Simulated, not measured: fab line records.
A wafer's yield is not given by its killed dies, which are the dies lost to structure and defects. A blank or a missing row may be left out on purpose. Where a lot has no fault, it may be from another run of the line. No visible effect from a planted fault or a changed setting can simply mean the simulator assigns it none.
Split-lot trial + flow rit-cmos + route with 202 steps; 5 lots, 23 wafers read

ON THE SPLIT
At RIT_CONTACT_CVD_00 (deposits SiO2 from TEOS, target thk 400 nm, time 61 s), the setting time-s was moved away from the recipe's 61 s on 10 of the 23 wafers read, by -8.3% to +5.3%. For the rest of the wafers, this setting stayed at what the recipe calls for.

There is no step in the file separating the split from the reading.

THE READING
Values of CONTACT_TEOS_THK in nm from RIT_CONTACT_THK_MEAS_01. Fault-free wafers of this fab line usually give 401 nm, standard deviation 4.6 nm.

| wafer  | tool, chamber at the split | time-s as run, s | against the recipe | CONTACT_TEOS_THK, nm | against lot-mates on the recipe |
|--------|----------------------------|------------------|--------------------|----------------------|---------------------------------|
| L075.1 | pecvd-01, 0,2              | 61               | recipe             | 398                  | -                               |
| L075.2 | pecvd-01, 0,2              | 61               | recipe             | 403                  | -                               |
| L075.3 | pecvd-01, 1                | 55.91            | -8.3%              | 362                  | -38                             |
| L075.4 | pecvd-01, 1                | 55.91            | -8.3%              | 369                  | -32                             |
| L075.6 | pecvd-01, 0                | 55.91            | -8.3%              | 368                  | -32                             |
| L076.1 | pecvd-03, 1                | 57.31            | -6.0%              | 373                  | -26                             |
| L076.2 | pecvd-03, 2                | 61               | recipe             | 395                  | -                               |
| L076.4 | pecvd-03, 1                | 57.31            | -6.0%              | 375                  | -24                             |
| L076.5 | pecvd-03, 0,2              | 61               | recipe             | 403                  | -                               |
| L076.6 | pecvd-03, 0,2              | 61               | recipe             | 400                  | -                               |
| L083.1 | pecvd-02, 0                | 61               | recipe             | 390                  | -                               |
| L083.4 | pecvd-02, 1                | 61               | recipe             | 402                  | -                               |
| L083.6 | pecvd-02, 2                | 61               | recipe             | 406                  | -                               |
| L084.1 | pecvd-01, 1                | 61               | recipe             | 402                  | -                               |
| L084.2 | pecvd-01, 0                | 64.21            | +5.3%              | 420                  | +16                             |
| L084.4 | pecvd-01, 1                | 64.21            | +5.3%              | 426                  | +22                             |
| L084.5 | pecvd-01, 0                | 61               | recipe             | 407                  | -                               |
| L084.6 | pecvd-01, 2                | 64.21            | +5.3%              | 422                  | +18                             |
| L085.1 | pecvd-03, 2,1              | 61               | recipe             | 402                  | -                               |
| L085.2 | pecvd-03, 0                | 61               | recipe             | 400                  | -                               |
| L085.3 | pecvd-03, 1                | 57.38            | -5.9%              | 378                  | -25                             |
| L085.4 | pecvd-03, 2                | 57.38            | -5.9%              | 383                  | -20                             |
| L085.6 | pecvd-03, 2,1              | 61               | recipe             | 408                  | -                               |
The file does not say which wafer passed through which chamber wherever a row lists several chambers: such a row stands for several wafers.

THE FIT
A straight line over all 23 wafers: CONTACT_TEOS_THK changes by +4.1 nm for each +1% of time-s; r = +0.97; the points scatter about the line by 4.3 nm.
The same after taking each lot's own level away (the mean of its wafers on the recipe; 23 wafers): +3.9 nm for each +1%; r = +0.97; scatter 3.9 nm.
That fit puts the effect of the largest move of time-s on the reading at 33 nm.
Across the lots, their own levels run from 399.3 to 404.5 nm, a range of 1.1 times the standard deviation given above.
Hence the lot-to-lot level has little effect on the slope; both slopes agree.
Check: for one of the wafers moved furthest among these (-8.3%), held out of the fit, the line's prediction against its lot-mates is -32.1 nm. Against them it came out at -38.5 nm.

ADDITIONAL SPLITS CARRIED BY THESE WAFERS
These wafers also went through other splits before the reading. Each is held against what the fit with the lots' levels taken away leaves over:
| other split on the same wafers  | wafers away from the commonest value | r with CONTACT_TEOS_THK (lot level and that fit taken away) |
|---------------------------------|--------------------------------------|-------------------------------------------------------------|
| RIT_SPACER_ETCHBACK_05 time-s   | 10                                   | +0.11                                                       |
| RIT_PSD_COAT_01 resist-thk-nm   | 12                                   | +0.02                                                       |
| RIT_SDANNEAL_RTA_03 time-s      | 11                                   | +0.01                                                       |
| RIT_SILICIDE_SPUTTER_01 power-w | 8                                    | -0.15                                                       |

THE WHOLE CHAIN: every reading that the file lists as answering this split, in the file's order
| step                    | what it does                                          | reading                                                                        | change (the file's fit)              | r (the file's) |
|-------------------------|-------------------------------------------------------|--------------------------------------------------------------------------------|--------------------------------------|----------------|
| RIT_CONTACT_CVD_00      | deposits SiO2 from TEOS, target thk 400 nm, time 61 s | SiO2_of_CONTACT_CVD_00.thk-nm (the simulator's own value, which no gauge read) | +3.25 nm for each +1% of the setting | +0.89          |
| RIT_CONTACT_THK_MEAS_01 |                                                       | CONTACT_TEOS_THK                                                               | +3.97 for each +1% of the setting    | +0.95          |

THE FILE'S OWN FIT
CONTACT_TEOS_THK changes by +3.97 nm for each +1% of time-s, r = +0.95.
